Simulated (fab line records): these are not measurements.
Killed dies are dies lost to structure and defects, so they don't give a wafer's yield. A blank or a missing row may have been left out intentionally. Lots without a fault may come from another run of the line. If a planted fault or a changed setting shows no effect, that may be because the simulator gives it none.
Problem report in the 8D (eight disciplines) form, filled by code + flow rit-cmos + the parts of the form that need people (team, actions taken, sign-off) are left out

== 1. WHAT IS WRONG ==
Wafers without a fault read 450 C, standard deviation 0.043; tube-center-temp-C at RIT_M1_ANNEAL_15 reads a mean of 520 C on 9 wafers belonging to 3 lots. That is +99 or more standard deviations from the usual mean.
The step: time 1800 s.
First observed at day 4 13:00: wafer L395.1, on furnace-02. At this step, 21 wafers from 7 lots have a number in the record. The rule behind "out" and "out of limits": a value lying over 4 standard deviations away from the usual mean. The other wafers with a number count as sound.

== 2. WHAT THIS IS AND IS NOT ==
| question                    | is                                                                                                                                                                   | is not                                                                         |
|-----------------------------|----------------------------------------------------------------------------------------------------------------------------------------------------------------------|--------------------------------------------------------------------------------|
| which readings at this step | tube-center-temp-C, spike-tc-centre-C, spike-tc-load-C, spike-tc-source-C, tube_center_temp_C_max, zone-power-centre-pct, zone-power-load-pct, zone-power-source-pct | -                                                                              |
| which lots                  | L395, L396, L397                                                                                                                                                     | L390, L409, L410, L411                                                         |
| which wafers of those lots  | all that have a number                                                                                                                                               | -                                                                              |
| read on which tools         | furnace-02                                                                                                                                                           | -                                                                              |
| when                        | from day 4 13:00                                                                                                                                                     | up to then (3 sound wafers); but 9 sound wafers of L409, L410, L411 came after |

== 3. THE SUSPECTS, EACH WITH WHAT RULES IT OUT ==
Counting: a tool stays on the suspect list if, at a process step up to the reading, it processed all lots that are out and no sound lot following the first of them.
- furnace-02 at RIT_M1_ANNEAL_15 (time 1800 s): ruled out as a lasting fault. Following L395 (day 4 13:00), the first lot on it that is out, the sound lots L409, L410, L411 were run on it.
Left after counting: nothing in the record.

== 4. THE CAUSE (what the simulator had put in) ==
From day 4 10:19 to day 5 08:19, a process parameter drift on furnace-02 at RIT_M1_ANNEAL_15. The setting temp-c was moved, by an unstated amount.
Counting ruled it out, wrongly.

== 5. THE CHAIN OF EFFECTS, in route order ==
One row per reading whose mean, taken over the struck wafers that have a number, lies over 3 standard deviations from the usual. Only readings whose record carries a usual standard deviation are examined. hours: median over the lots of the time between each lot's start at the first step of this table that gives one and its start at this step. sigmas: the change, counted in usual standard deviations.
| hours | step             | reading                | usual   | on struck wafers | change | sigmas      |
|-------|------------------|------------------------|---------|------------------|--------|-------------|
| 0     | RIT_M1_ANNEAL_15 | spike-tc-centre-C      | 452.5 C | 523.0            | +70.5  | +79         |
| 0     | RIT_M1_ANNEAL_15 | spike-tc-load-C        | 472.7 C | 543.9            | +71.2  | +65         |
| 0     | RIT_M1_ANNEAL_15 | spike-tc-source-C      | 469.8 C | 540.8            | +71.0  | +71         |
| 0     | RIT_M1_ANNEAL_15 | tube-center-temp-C     | 450 C   | 520              | +70    | +99 or more |
| 0     | RIT_M1_ANNEAL_15 | tube_center_temp_C_max | 451.16  | 521.19           | +70.03 | +99 or more |
| 0     | RIT_M1_ANNEAL_15 | zone-power-centre-pct  | 19.44 % | 22.86            | +3.42  | +18         |
| 0     | RIT_M1_ANNEAL_15 | zone-power-load-pct    | 6.48 %  | 8.26             | +1.78  | +30         |
| 0     | RIT_M1_ANNEAL_15 | zone-power-source-pct  | 6.59 %  | 8.33             | +1.74  | +27         |
Process steps it contains:
- RIT_M1_ANNEAL_15: time 1800 s.
Later measuring or inspecting steps at which every struck wafer that the step has a row for has a number for every such reading, and none has moved that far: RIT_M1_BOW_MEAS_16.

== 6. HOW IT WOULD HAVE BEEN CAUGHT EARLIER ==
In this record no reading fell out of limits until day 4 13:00, 3 hours after the fault had begun at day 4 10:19.
